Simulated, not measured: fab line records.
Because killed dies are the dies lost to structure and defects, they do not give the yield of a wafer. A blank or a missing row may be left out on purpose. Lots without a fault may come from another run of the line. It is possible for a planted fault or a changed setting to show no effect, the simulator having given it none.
Lot-split experiment -- flow berkeley-cmos170 -- 23 wafers read from 5 lots, route of 331 steps

## SPLIT DETAILS
At UCB170_BACKSIDE_STRIP_03 (strips in O2), the setting power-w was moved away from the recipe's 400 W on 5 of the 23 wafers read, by -8.4% to +11.1%. All remaining wafers had this setting at the recipe value.

The split's own step is where the reading is taken.

## THE READING
oes-product-au, in a.u., at UCB170_BACKSIDE_STRIP_03 (strips in O2). Typical for fault-free wafers on this fab line: 0.735 a.u., with standard deviation 0.004 a.u.

wafer,"tool, chamber at the split","power-w as run, W",against the recipe,"oes-product-au, a.u.",against lot-mates on the recipe
L074.1,"plasma-asher-01, 0",400,recipe,0.737,-
L074.2,"plasma-asher-01, 1",366.4,-8.4%,0.704,-0.030
L074.3,"plasma-asher-01, 0",400,recipe,0.732,-
L074.4,"plasma-asher-01, 1",400,recipe,0.734,-
L074.5,"plasma-asher-01, 1",366.4,-8.4%,0.701,-0.033
L076.1,"plasma-asher-01, 1",444.3,+11.1%,0.768,+0.028
L076.2,"plasma-asher-01, 0",444.3,+11.1%,0.774,+0.034
L076.3,"plasma-asher-01, 0",444.3,+11.1%,0.779,+0.039
L076.5,"plasma-asher-01, 0",400,recipe,0.746,-
L076.6,"plasma-asher-01, 1",400,recipe,0.734,-
L079.1,"plasma-asher-04, 1",400,recipe,0.737,-
L079.2,"plasma-asher-04, 0",400,recipe,0.726,-
L079.3,"plasma-asher-04, 0",400,recipe,0.736,-
L079.5,"plasma-asher-04, 1",400,recipe,0.729,-
L079.6,"plasma-asher-04, 0",400,recipe,0.734,-
L082.2,"plasma-asher-02, 1",400,recipe,0.737,-
L082.3,"plasma-asher-02, 1",400,recipe,0.734,-
L082.4,"plasma-asher-02, 0",400,recipe,0.741,-
L082.5,"plasma-asher-02, 1",400,recipe,0.734,-
L082.6,"plasma-asher-02, 0",400,recipe,0.737,-
L083.3,"plasma-asher-01, 1",400,recipe,0.735,-
L083.5,"plasma-asher-01, 1",400,recipe,0.729,-
L083.6,"plasma-asher-01, 0",400,recipe,0.732,-

THE FIT
A straight line over all 23 wafers: oes-product-au changes by +0.00362 a.u. for each +1% of power-w; r = +0.97; the points scatter about the line by 0.0045 a.u.
The same after taking each lot's own level away (the mean of its wafers on the recipe; 23 wafers): +0.00327 a.u. for each +1%; r = +0.97; scatter 0.004 a.u.
The reading moves by 0.036 a.u. for the largest change in power-w, on that fit.
Across the lots, their own levels run from 0.7320 to 0.7400 a.u., a range of 2.0 times the standard deviation given above.
So the lot-to-lot level changes the slope: the two fits differ.
Check: with one of the wafers moved furthest among these (+11.1%) left out of the fit, the line predicts +0.0381 a.u. for it against its lot-mates. Against them it came out at +0.028 a.u.
Tool readings at the split's step, against how far the setting was moved: oes-product-au r = +0.97; strip-time-to-endpoint-s r = -0.99.

## THE OTHER SPLITS THESE WAFERS WENT THROUGH
These wafers also went through other splits before the reading. Each is held against what the fit with the lots' levels taken away leaves over:
other split on the same wafers,wafers away from the commonest value,r with oes-product-au (lot level and that fit taken away)
UCB170_NSD_EXPOSE_03 dose-mj,9,+0.07

## THE WHOLE CHAIN: every reading that the file lists as answering this split, in the file's order
step,what it does,reading,change (the file's fit),r (the file's)
UCB170_BACKSIDE_STRIP_03,strips in O2,oes-product-au,+0.00333 a.u. for each +1% of the setting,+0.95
UCB170_BACKSIDE_STRIP_03,strips in O2,strip-time-to-endpoint-s,withheld for each +1% of the setting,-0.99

## FILE'S OWN FIT
oes-product-au changes by +0.00333 a.u. for each +1% of power-w, r = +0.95.
